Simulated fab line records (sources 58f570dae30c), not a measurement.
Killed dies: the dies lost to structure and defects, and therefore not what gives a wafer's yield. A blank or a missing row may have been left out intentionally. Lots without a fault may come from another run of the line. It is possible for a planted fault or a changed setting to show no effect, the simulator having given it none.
fab line records ; flow berkeleyCmos170
record: lots: 5; wafers: 23
route steps=331 shown PVT@122 PLDD@148 NLDD@162 SPACER@171 PSD@183 SILICIDE@211
startH: hours from the record's opening day to when the first of the lot's shown wafers began ; waitH: hours since the lot's step before ; " same as the row above ; L1.1+2: one row covering several wafers at once ; - no value present, or no start provided ; * or withheld: withheld ; < > ~ a bound
route shown NAME@n: a module of which the file shows steps, and the number in the route of the first ; usual: the fault-free wafers' mean and standard deviation ; same: alike in all rows ; chamber/n: place in a boat ; sites: per-site readings ; _std_site: the values' standard deviation ; _edge_site: inner sites' mean taken away from outer sites' mean ; radiusMm: how far each site lies from the wafer's centre ; mask NAME#n: copy n ; behind: the tool/chamber that last shaped the wafer ; hold: why the lot went on hold/how many hours it stayed there/how the hold came to an end ; device: whichever transistor did not switch (one of n, p or np) ; end of line: tests run on the same wafers once the route is complete ; for a step that has no rows: nothing shown but its recipe ; killed: dies lost to structure and defects at the first sort, not the wafer's yield ; map: shows each die of a wafer: x if killed, . if not, _ if none is there
set.NAME: setting as actually run; set.NAME@STEP: the setting as run at that earlier step ; model.NAME: the simulator's own value behind a step, which no gauge read
one table per step and one row per wafer, for lots whose settings were changed on purpose
== steps ==
step: UCB170_PVT_IMPLANT_07
recipe: species: P; doseCm2: 2e+12; energyKev: 30; tiltDeg: 7
lot.wafer;tool;chamber;startH;waitH;set.energyKev;model.implant.rpNm;model.implant.drpNm
L075.1+6;implanter-01;0;148.61;0.0;30;37.16;16.56
L075.2+3+5;implanter-01;0;148.61;0.0;28.2;35.64;15.96
L076.1+2+3+4+5;implanter-02;0;161.12;0.0;30;37.15;16.56
L080.1+3+5;implanter-01;0;184.85;0.0;30;35.77;16.56
L081.2+3+6;implanter-02;0;185.15;0.0;31.37;37.5;17.2
L081.4+5;implanter-02;0;185.15;0.0;30;35.95;16.56
L082.1+3+4;implanter-02;0;185.57;0.0;29.44;35.68;16.38
L082.2+5;implanter-02;0;185.57;0.0;30;36.14;16.56
step: UCB170_PVT_STRIP_08
recipe: chemistry: O2; powerW: 400; pressureMtorr: 3500; platenTempC: withheld; o2FlowSccm: 400; overashFraction: 0.5
usual: oesProductAu: 0.734/0.0049
lot.wafer;tool;chamber;startH;waitH;set.overashFraction;oesProductAu
L075.1;plasmaAsher-04;1;148.76;0.1;0.6441;0.692
L075.2;plasmaAsher-04;0;148.76;0.1;0.5;0.731
L075.3;plasmaAsher-04;1;148.76;0.1;0.5;0.737
L075.5;plasmaAsher-04;0;148.76;0.1;0.6441;0.700
L075.6;plasmaAsher-04;1;148.76;0.1;0.6441;0.687
L076.1;plasmaAsher-03;0;161.27;0.1;0.5;0.727
L076.2;plasmaAsher-03;1;161.27;0.1;0.5;0.726
L076.3;plasmaAsher-03;1;161.27;0.1;0.5;0.734
L076.4;plasmaAsher-03;0;161.27;0.1;0.5;0.733
L076.5;plasmaAsher-03;0;161.27;0.1;0.5;0.730
L080.1;plasmaAsher-03;0;185.00;0.1;0.5;0.731
L080.3;plasmaAsher-03;1;185.00;0.1;0.5;0.737
L080.5;plasmaAsher-03;0;185.00;0.1;0.5;0.741
L081.2;plasmaAsher-03;1;185.27;0.1;0.5;0.726
L081.3;plasmaAsher-03;1;185.27;0.1;0.5;0.742
L081.4;plasmaAsher-03;0;185.27;0.1;0.5;0.734
L081.5;plasmaAsher-03;1;185.27;0.1;0.5;0.737
L081.6;plasmaAsher-03;0;185.27;0.1;0.5;0.737
L082.1;plasmaAsher-02;0;185.72;0.1;0.595;0.704
L082.2;plasmaAsher-02;1;185.72;0.1;0.5;0.728
L082.3;plasmaAsher-02;0;185.72;0.1;0.5;0.729
L082.4;plasmaAsher-02;1;185.72;0.1;0.595;0.700
L082.5;plasmaAsher-02;1;185.72;0.1;0.595;0.708
step: UCB170_PVT_TW_MEAS_09
usual: PVT_TW: 508/3.5
lot.wafer;tool;chamber;startH;waitH;set.energyKev@PVT_IMPLANT_07;PVT_TW
L075.1;filmMetro-03;-;148.86;0.1;30;505
L075.2;filmMetro-03;-;148.86;0.1;28.2;499
L075.3;filmMetro-03;-;148.86;0.1;28.2;499
L075.5;filmMetro-03;-;148.86;0.1;28.2;497
L075.6;filmMetro-03;-;148.86;0.1;30;506
L076.1;filmMetro-04;-;161.37;0.1;30;511
L076.2;filmMetro-04;-;161.37;0.1;30;511
L076.3;filmMetro-04;-;161.37;0.1;30;512
L076.4;filmMetro-04;-;161.37;0.1;30;509
L076.5;filmMetro-04;-;161.37;0.1;30;511
L080.1;filmMetro-01;-;185.10;0.1;30;511
L080.3;filmMetro-01;-;185.10;0.1;30;512
L080.5;filmMetro-01;-;185.10;0.1;30;514
L081.2;filmMetro-04;-;185.38;0.1;31.37;520
L081.3;filmMetro-04;-;185.38;0.1;31.37;519
L081.4;filmMetro-04;-;185.38;0.1;30;509
L081.5;filmMetro-04;-;185.38;0.1;30;510
L081.6;filmMetro-04;-;185.38;0.1;31.37;518
L082.1;filmMetro-04;-;185.82;0.1;29.44;510
L082.2;filmMetro-04;-;185.82;0.1;30;509
L082.3;filmMetro-04;-;185.82;0.1;29.44;509
L082.4;filmMetro-04;-;185.82;0.1;29.44;508
L082.5;filmMetro-04;-;185.82;0.1;30;513
step: UCB170_PLDD_EXPOSE_03
recipe: maskId: PSELECT; na: 0.5; sigmaOuter: 0.6; sourceShape: conventional; targetCdNm: 1200; doseMj: 30
lot.wafer;tool;chamber;startH;waitH;mask;set.doseMj
L075.1+2+6;krfScanner-01;0;168.30;0.2;PSELECT#0;30
L075.3+5;krfScanner-01;0;168.30;0.2;PSELECT#0;28.4
L076.1+4+5;krfScanner-02;0;188.33;0.3;PSELECT#0;30
L076.2+3;krfScanner-02;0;188.33;0.3;PSELECT#0;31.06
L081.2+3+5;krfScanner-01;0;199.11;0.2;PSELECT#0;30
L081.4+6;krfScanner-01;0;199.11;0.2;PSELECT#0;31.56
L082.1+2+3+4+5;krfScanner-02;0;199.36;0.2;PSELECT#0;30
L080.1+3+5;krfScanner-02;0;199.88;0.4;PSELECT#0;30
step: UCB170_PLDD_PEB_04
recipe: pebTempC: 130; pebTimeS: withheld; resist: KrF
step: UCB170_PLDD_DEVELOP_05
recipe: developer: TMAH; developTimeS: 45; resist: KrF; devTempC: 21
step: UCB170_PLDD_CD_MEAS_06
recipe: targetCdNm: 1200
usual: cdNm: 1200.2/1.4
lot.wafer;tool;chamber;startH;waitH;set.doseMj@PLDD_EXPOSE_03;cdNm
L075.1;cdSem-02;-;168.90;-;30;1198.0
L075.2;cdSem-02;-;168.90;-;30;1199.2
L075.3;cdSem-02;-;168.90;-;28.4;1190.1
L075.5;cdSem-02;-;168.90;-;28.4;1190.6
L075.6;cdSem-02;-;168.90;-;30;1199.9
L076.1;cdSem-01;-;188.97;-;30;1200.6
L076.2;cdSem-01;-;188.97;-;31.06;1207.5
L076.3;cdSem-01;-;188.97;-;31.06;1206.7
L076.4;cdSem-01;-;188.97;-;30;1199.7
L076.5;cdSem-01;-;188.97;-;30;1201.8
L081.2;cdSem-02;-;200.32;-;30;1200.3
L081.3;cdSem-02;-;200.32;-;30;1199.0
L081.4;cdSem-02;-;200.32;-;31.56;1210.3
L081.5;cdSem-02;-;200.32;-;30;1199.5
L081.6;cdSem-02;-;200.32;-;31.56;1208.6
L082.1;cdSem-01;-;200.41;-;30;1198.3
L082.2;cdSem-01;-;200.41;-;30;1198.2
L082.3;cdSem-01;-;200.41;-;30;1200.2
L082.4;cdSem-01;-;200.41;-;30;1198.7
L082.5;cdSem-01;-;200.41;-;30;1198.0
L080.1;cdSem-01;-;200.87;-;30;1198.5
L080.3;cdSem-01;-;200.87;-;30;1199.0
L080.5;cdSem-01;-;200.87;-;30;1200.0
step: UCB170_NLDD_PEB_04
recipe: pebTempC: 130; pebTimeS: withheld; resist: KrF
lot.wafer;tool;chamber;startH;waitH;set.pebTempC
L075.1+3+6;lithoTrack-02;0;170.39;0.1;133.3
L075.2+5;lithoTrack-02;0;170.39;0.1;130
L076.1+2+3;lithoTrack-01;0;190.88;0.1;130
L076.4+5;lithoTrack-01;0;190.88;0.1;127.1
L081.2+3+4+5+6;lithoTrack-04;0;202.32;0.3;130
L082.1+2+4;lithoTrack-02;0;202.71;0.5;130
L082.3+5;lithoTrack-02;0;202.71;0.5;128.4
L080.1+3+5;lithoTrack-02;0;202.99;0.3;130
step: UCB170_NLDD_DEVELOP_05
recipe: developer: TMAH; developTimeS: 45; resist: KrF; devTempC: 21
step: UCB170_NLDD_CD_MEAS_06
recipe: targetCdNm: 1200
usual: cdNm: 1199.6/1.1
lot.wafer;tool;chamber;startH;waitH;set.pebTempC@NLDD_PEB_04;cdNm
L075.1;cdSem-02;-;170.66;-;133.3;1219.2
L075.2;cdSem-02;-;170.66;-;130;1199.6
L075.3;cdSem-02;-;170.66;-;133.3;1220.2
L075.5;cdSem-02;-;170.66;-;130;1199.6
L075.6;cdSem-02;-;170.66;-;133.3;1218.2
L076.1;cdSem-02;-;191.15;-;130;1199.6
L076.2;cdSem-02;-;191.15;-;130;1199.4
L076.3;cdSem-02;-;191.15;-;130;1198.8
L076.4;cdSem-02;-;191.15;-;127.1;1177.3
L076.5;cdSem-02;-;191.15;-;127.1;1176.3
L081.2;cdSem-02;-;202.59;-;130;1200.1
L081.3;cdSem-02;-;202.59;-;130;1200.1
L081.4;cdSem-02;-;202.59;-;130;1199.9
L081.5;cdSem-02;-;202.59;-;130;1200.2
L081.6;cdSem-02;-;202.59;-;130;1200.7
L082.1;cdSem-01;-;202.99;-;130;1199.1
L082.2;cdSem-01;-;202.99;-;130;1198.3
L082.3;cdSem-01;-;202.99;-;128.4;1188.4
L082.4;cdSem-01;-;202.99;-;130;1198.2
L082.5;cdSem-01;-;202.99;-;128.4;1187.3
L080.1;cdSem-01;-;203.26;-;130;1202.0
L080.3;cdSem-01;-;203.26;-;130;1201.1
L080.5;cdSem-01;-;203.26;-;130;1200.9
step: UCB170_SPACER_CVD_00
recipe: material: SiO2; targetThkNm: 376; tempC: 390; precursor: TEOS/O2; timeS: 47; rfW: 550; pressureMtorr: 9000
lot.wafer;tool;chamber;startH;waitH;set.timeS;model.SiO2_of_SPACER_CVD_00.thkNm
L075.1;pecvd-02;0;171.60;0.0;47;370
L075.2;pecvd-02;1;171.60;0.0;51.1;407.2
L075.3;pecvd-02;2;171.60;0.0;47;374.9
L075.5;pecvd-02;2;171.60;0.0;47;377.4
L075.6;pecvd-02;1;171.60;0.0;51.1;411.7
L076.1;pecvd-03;2;191.94;0.0;51.39;407.9
L076.2;pecvd-03;1;191.94;0.0;47;373.1
L076.3;pecvd-03;0;191.94;0.0;47;378.1
L076.4;pecvd-03;2;191.94;0.0;51.39;421.7
L076.5;pecvd-03;0;191.94;0.0;47;381.6
L081.2;pecvd-04;0;203.47;0.0;44.86;355.9
L081.3;pecvd-04;2;203.47;0.0;44.86;355.6
L081.4;pecvd-04;1;203.47;0.0;44.86;357.2
L081.5;pecvd-04;0;203.47;0.0;47;378.1
L081.6;pecvd-04;2;203.47;0.0;47;380.2
L082.1;pecvd-03;2;203.90;0.0;47;381.8
L082.2;pecvd-03;1;203.90;0.0;49.56;393.2
L082.3;pecvd-03;0;203.90;0.0;49.56;393.4
L082.4;pecvd-03;0;203.90;0.0;49.56;402.4
L082.5;pecvd-03;1;203.90;0.0;47;380.4
L080.1;pecvd-03;2;204.08;0.0;47;375.8
L080.3;pecvd-03;1;204.08;0.0;47;371.5
L080.5;pecvd-03;0;204.08;0.0;47;375.6
step: UCB170_SPACER_THK_MEAS_01
recipe: reads: SiO2_of_SPACER_CVD_00
usual: SPACER_TEOS_THK: 375/5
lot.wafer;tool;chamber;startH;waitH;set.timeS@SPACER_CVD_00;SPACER_TEOS_THK[nm]
L075.1;filmMetro-01;-;171.64;0.0;47;370
L075.2;filmMetro-01;-;171.64;0.0;51.1;407
L075.3;filmMetro-01;-;171.64;0.0;47;375
L075.5;filmMetro-01;-;171.64;0.0;47;377
L075.6;filmMetro-01;-;171.64;0.0;51.1;412
L076.1;filmMetro-03;-;191.99;0.0;51.39;408
L076.2;filmMetro-03;-;191.99;0.0;47;373
L076.3;filmMetro-03;-;191.99;0.0;47;378
L076.4;filmMetro-03;-;191.99;0.0;51.39;422
L076.5;filmMetro-03;-;191.99;0.0;47;382
L081.2;filmMetro-03;-;203.52;0.0;44.86;356
L081.3;filmMetro-03;-;203.52;0.0;44.86;356
L081.4;filmMetro-03;-;203.52;0.0;44.86;357
L081.5;filmMetro-03;-;203.52;0.0;47;378
L081.6;filmMetro-03;-;203.52;0.0;47;380
L082.1;filmMetro-03;-;203.95;0.0;47;382
L082.2;filmMetro-03;-;203.95;0.0;49.56;393
L082.3;filmMetro-03;-;203.95;0.0;49.56;394
L082.4;filmMetro-03;-;203.95;0.0;49.56;402
L082.5;filmMetro-03;-;203.95;0.0;47;380
L080.1;filmMetro-02;-;204.12;0.0;47;376
L080.3;filmMetro-02;-;204.12;0.0;47;371
L080.5;filmMetro-02;-;204.12;0.0;47;376
step: UCB170_SPACER_ANNEAL_02
recipe: tempC: 900; timeS: 1800; ambient: N2
step: UCB170_SPACER_ETCHBACK_03
recipe: stopOn: Si; target: SiO2; chemistry: CHF3/CF4/Ar; CHF3_flow_sccm: 50; cf4FlowSccm: 10; Ar_flow_sccm: 120; pressureMtorr: 200; rfW: 500; targetDepthA: 3760; timeS: 100
usual: oesProductAu: 0.901/0.017
lot.wafer;tool;chamber;startH;waitH;set.timeS@SPACER_CVD_00;oesProductAu;model.etch.depthNm
L075.1;rieDiel-02;0;178.57;0.0;47;0.909;370
L075.2;rieDiel-02;1;178.57;0.0;51.1;0.948;407.2
L075.3;rieDiel-02;3;178.57;0.0;47;0.879;374.9
L075.5;rieDiel-02;0;178.57;0.0;47;0.924;377.4
L075.6;rieDiel-02;1;178.57;0.0;51.1;0.972;411.7
L076.1;rieDiel-04;3;196.61;0.1;51.39;0.976;-
L076.2;rieDiel-04;0;196.61;0.1;47;0.915;373.1
L076.3;rieDiel-04;1;196.61;0.1;47;0.893;378.1
L076.4;rieDiel-04;2;196.61;0.1;51.39;0.965;-
L076.5;rieDiel-04;1;196.61;0.1;47;0.902;381.6
L081.2;rieDiel-04;1;211.59;0.0;44.86;0.849;-
L081.3;rieDiel-04;0;211.59;0.0;44.86;0.879;355.6
L081.4;rieDiel-04;2;211.59;0.0;44.86;0.860;-
L081.5;rieDiel-04;0;211.59;0.0;47;0.928;378.1
L081.6;rieDiel-04;3;211.59;0.0;47;0.923;-
L082.1;rieDiel-02;3;211.59;0.0;47;0.886;-
L082.2;rieDiel-02;2;211.59;0.0;49.56;0.931;393.2
L082.3;rieDiel-02;0;211.59;0.0;49.56;0.942;-
L082.4;rieDiel-02;1;211.59;0.0;49.56;0.951;-
L082.5;rieDiel-02;2;211.59;0.0;47;0.920;-
L080.1;rieDiel-04;0;211.66;0.1;47;0.922;375.8
L080.3;rieDiel-04;2;211.66;0.1;47;0.899;371.5
L080.5;rieDiel-04;0;211.66;0.1;47;0.916;375.6
step: UCB170_PSD_IMPLANT_08
recipe: species: B; doseCm2: 3e+15; energyKev: 20; tiltDeg: 7
lot.wafer;tool;chamber;startH;waitH;set.energyKev;model.implant.rpNm;model.implant.drpNm
L075.1+5;implanter-04;0;179.99;0.0;20.87;70.6;29.3
L075.2+3+6;implanter-04;0;179.99;0.0;20;67.69;28.34
L076.1+3;implanter-01;0;198.53;0.0;20;67.51;28.34
L076.2+4+5;implanter-01;0;198.53;0.0;19.08;64.44;27.42
L081.2+4+5;implanter-02;0;213.29;0.0;20;66.68;28.34
L081.3+6;implanter-02;0;213.29;0.0;20.81;69.35;29.23
L082.1+2+3;implanter-04;0;213.64;0.0;19.44;63.05;27.78
L082.4+5;implanter-04;0;213.64;0.0;20;64.85;28.34
L080.1+3+5;implanter-01;0;213.94;0.0;20;63.58;28.34
step: UCB170_PSD_STRIP_09
recipe: chemistry: O2; powerW: 400; pressureMtorr: 3500; platenTempC: withheld; o2FlowSccm: 400; overashFraction: 0.5
usual: stripTimeToEndpointS: 29.39/0.063
lot.wafer;tool;chamber;startH;waitH;set.energyKev@PSD_IMPLANT_08;stripTimeToEndpointS
L075.1;plasmaAsher-03;1;180.14;0.1;20.87;29.80
L075.2;plasmaAsher-03;0;180.14;0.1;20;29.36
L075.3;plasmaAsher-03;0;180.14;0.1;20;29.41
L075.5;plasmaAsher-03;0;180.14;0.1;20.87;29.89
L075.6;plasmaAsher-03;1;180.14;0.1;20;29.47
L076.1;plasmaAsher-02;0;198.68;0.1;20;29.39
L076.2;plasmaAsher-02;1;198.68;0.1;19.08;29.01
L076.3;plasmaAsher-02;0;198.68;0.1;20;29.41
L076.4;plasmaAsher-02;1;198.68;0.1;19.08;29.02
L076.5;plasmaAsher-02;1;198.68;0.1;19.08;29.06
L081.2;plasmaAsher-04;0;213.42;0.1;20;29.36
L081.3;plasmaAsher-04;0;213.42;0.1;20.81;29.69
L081.4;plasmaAsher-04;1;213.42;0.1;20;29.28
L081.5;plasmaAsher-04;1;213.42;0.1;20;29.29
L081.6;plasmaAsher-04;0;213.42;0.1;20.81;29.68
L082.1;plasmaAsher-03;1;213.79;0.1;19.44;29.14
L082.2;plasmaAsher-03;0;213.79;0.1;19.44;29.08
L082.3;plasmaAsher-03;0;213.79;0.1;19.44;29.05
L082.4;plasmaAsher-03;1;213.79;0.1;20;29.35
L082.5;plasmaAsher-03;1;213.79;0.1;20;29.31
L080.1;plasmaAsher-02;1;214.09;0.1;20;29.45
L080.3;plasmaAsher-02;1;214.09;0.1;20;29.44
L080.5;plasmaAsher-02;1;214.09;0.1;20;29.50
step: UCB170_SILICIDE_SPUTTER_01
recipe: material: Ti; targetThkNm: 30; timeS: 25; powerW: 1500; chamberPressurePa: 0.5
lot.wafer;tool;chamber;startH;waitH;set.timeS;model.Ti_of_SILICIDE_SPUTTER_01.thkNm
L075.1;pvdSputter-01;-;189.58;0.0;25;29.63
L075.2;pvdSputter-01;-;189.58;0.0;25;30.52
L075.3;pvdSputter-01;-;189.58;0.0;25;30.21
L075.5;pvdSputter-01;-;189.58;0.0;25;30.09
L075.6;pvdSputter-01;-;189.58;0.0;25;30.46
L076.1;pvdSputter-01;-;203.73;0.0;28.65;34.9
L076.2;pvdSputter-01;-;203.73;0.0;28.65;34.18
L076.3;pvdSputter-01;-;203.73;0.0;25;30.05
L076.4;pvdSputter-01;-;203.73;0.0;25;29.54
L076.5;pvdSputter-01;-;203.73;0.0;25;30.34
L081.2;pvdSputter-02;-;218.89;0.0;25;29.74
L081.3;pvdSputter-02;-;218.89;0.0;26.43;31.74
L081.4;pvdSputter-02;-;218.89;0.0;25;29.73
L081.5;pvdSputter-02;-;218.89;0.0;26.43;31.37
L081.6;pvdSputter-02;-;218.89;0.0;26.43;31.69
L082.1;pvdSputter-04;-;219.02;0.0;25;29.51
L082.2;pvdSputter-04;-;219.02;0.0;25;29.71
L082.3;pvdSputter-04;-;219.02;0.0;25;29.33
L082.4;pvdSputter-04;-;219.02;0.0;25;29.94
L082.5;pvdSputter-04;-;219.02;0.0;25;29.7
L080.1;pvdSputter-01;-;219.62;0.0;25;30.02
L080.3;pvdSputter-01;-;219.62;0.0;25;29.24
L080.5;pvdSputter-01;-;219.62;0.0;25;29.02
step: UCB170_SILICIDE_RS_MEAS_02
recipe: thkMeasGauge: four-point-probe; reads: Ti_of_SILICIDE_SPUTTER_01
usual: SILICIDE_TI_RS: 26.2/0.4
lot.wafer;tool;chamber;startH;waitH;set.timeS@SILICIDE_SPUTTER_01;SILICIDE_TI_RS[ohm/sq]
L075.1;filmMetro-04;-;189.61;0.0;25;26.5
L075.2;filmMetro-04;-;189.61;0.0;25;25.6
L075.3;filmMetro-04;-;189.61;0.0;25;25.9
L075.5;filmMetro-04;-;189.61;0.0;25;26.0
L075.6;filmMetro-04;-;189.61;0.0;25;25.6
L076.1;filmMetro-03;-;203.77;0.0;28.65;21.8
L076.2;filmMetro-03;-;203.77;0.0;28.65;22.4
L076.3;filmMetro-03;-;203.77;0.0;25;26.0
L076.4;filmMetro-03;-;203.77;0.0;25;26.6
L076.5;filmMetro-03;-;203.77;0.0;25;25.7
L081.2;filmMetro-03;-;218.94;0.0;25;26.4
L081.3;filmMetro-03;-;218.94;0.0;26.43;24.4
L081.4;filmMetro-03;-;218.94;0.0;25;26.4
L081.5;filmMetro-03;-;218.94;0.0;26.43;24.8
L081.6;filmMetro-03;-;218.94;0.0;26.43;24.4
L082.1;filmMetro-04;-;219.05;0.0;25;26.6
L082.2;filmMetro-04;-;219.05;0.0;25;26.4
L082.3;filmMetro-04;-;219.05;0.0;25;26.8
L082.4;filmMetro-04;-;219.05;0.0;25;26.2
L082.5;filmMetro-04;-;219.05;0.0;25;26.4
L080.1;filmMetro-03;-;219.65;0.0;25;26.1
L080.3;filmMetro-03;-;219.65;0.0;25;26.9
L080.5;filmMetro-03;-;219.65;0.0;25;27.1
step: UCB170_SILICIDE_THK_MEAS_03
recipe: thkMeasGauge: xrf; reads: Ti_of_SILICIDE_SPUTTER_01
usual: SILICIDE_TI_THK: 29.9/0.38
lot.wafer;tool;chamber;startH;waitH;set.timeS@SILICIDE_SPUTTER_01;SILICIDE_TI_THK[nm]
L075.1;filmMetro-04;-;189.73;0.1;25;29.4
L075.2;filmMetro-04;-;189.73;0.1;25;30.5
L075.3;filmMetro-04;-;189.73;0.1;25;30.1
L075.5;filmMetro-04;-;189.73;0.1;25;30.1
L075.6;filmMetro-04;-;189.73;0.1;25;30.4
L076.1;filmMetro-03;-;203.89;0.1;28.65;34.8
L076.2;filmMetro-03;-;203.89;0.1;28.65;34.0
L076.3;filmMetro-03;-;203.89;0.1;25;29.9
L076.4;filmMetro-03;-;203.89;0.1;25;29.4
L076.5;filmMetro-03;-;203.89;0.1;25;30.1
L081.2;filmMetro-03;-;219.05;0.1;25;29.7
L081.3;filmMetro-03;-;219.05;0.1;26.43;31.8
L081.4;filmMetro-03;-;219.05;0.1;25;29.7
L081.5;filmMetro-03;-;219.05;0.1;26.43;31.3
L081.6;filmMetro-03;-;219.05;0.1;26.43;31.7
L082.1;filmMetro-04;-;219.17;0.1;25;29.4
L082.2;filmMetro-04;-;219.17;0.1;25;29.6
L082.3;filmMetro-04;-;219.17;0.1;25;29.4
L082.4;filmMetro-04;-;219.17;0.1;25;29.9
L082.5;filmMetro-04;-;219.17;0.1;25;29.5
L080.1;filmMetro-03;-;219.77;0.1;25;30.1
L080.3;filmMetro-03;-;219.77;0.1;25;29.1
L080.5;filmMetro-03;-;219.77;0.1;25;28.9
== key ==
split: step: UCB170_PVT_IMPLANT_07; setting: energyKev; stated: 30; by: wafer
response: step: UCB170_PVT_IMPLANT_07; reading: model.implant.rpNm; change: +0.283; per: 1%; r: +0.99
response: step: UCB170_PVT_IMPLANT_07; reading: model.implant.drpNm; change: +0.114; per: 1%; r: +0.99
response: step: UCB170_PVT_TW_MEAS_09; reading: PVT_TW; change: +1.45; per: 1%; r: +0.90
split: step: UCB170_PVT_STRIP_08; setting: overashFraction; stated: 0.5; by: wafer
response: step: UCB170_PVT_STRIP_08; reading: oesProductAu; change: -0.0014; per: 1%; r: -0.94
split: step: UCB170_PLDD_EXPOSE_03; setting: doseMj; stated: 30; by: wafer
response: step: UCB170_PLDD_CD_MEAS_06; reading: cdNm; change: +1.77; per: 1%; r: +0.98
split: step: UCB170_NLDD_PEB_04; setting: pebTempC; stated: 130; by: wafer
response: step: UCB170_NLDD_CD_MEAS_06; reading: cdNm; change: +8.74; per: 1%; r: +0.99
split: step: UCB170_SPACER_CVD_00; setting: timeS; stated: 47; by: wafer
response: step: UCB170_SPACER_CVD_00; reading: model.SiO2_of_SPACER_CVD_00.thkNm; change: +3.94; per: 1%; r: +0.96
response: step: UCB170_SPACER_THK_MEAS_01; reading: SPACER_TEOS_THK; change: +3.96; per: 1%; r: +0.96
response: step: UCB170_SPACER_ETCHBACK_03; reading: oesProductAu; change: +0.00756; per: 1%; r: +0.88
response: step: UCB170_SPACER_ETCHBACK_03; reading: model.etch.depthNm; change: +4.14; per: 1%; r: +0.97
split: step: UCB170_PSD_IMPLANT_08; setting: energyKev; stated: 20; by: wafer
response: step: UCB170_PSD_IMPLANT_08; reading: model.implant.rpNm; change: +0.663; per: 1%; r: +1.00
response: step: UCB170_PSD_IMPLANT_08; reading: model.implant.drpNm; change: +0.211; per: 1%; r: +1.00
response: step: UCB170_PSD_STRIP_09; reading: stripTimeToEndpointS; change: *; per: 1%; r: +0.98
split: step: UCB170_SILICIDE_SPUTTER_01; setting: timeS; stated: 25; by: wafer
response: step: UCB170_SILICIDE_SPUTTER_01; reading: model.Ti_of_SILICIDE_SPUTTER_01.thkNm; change: +0.314; per: 1%; r: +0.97
response: step: UCB170_SILICIDE_RS_MEAS_02; reading: SILICIDE_TI_RS; change: -0.279; per: 1%; r: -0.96
response: step: UCB170_SILICIDE_THK_MEAS_03; reading: SILICIDE_TI_THK; change: +0.317; per: 1%; r: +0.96
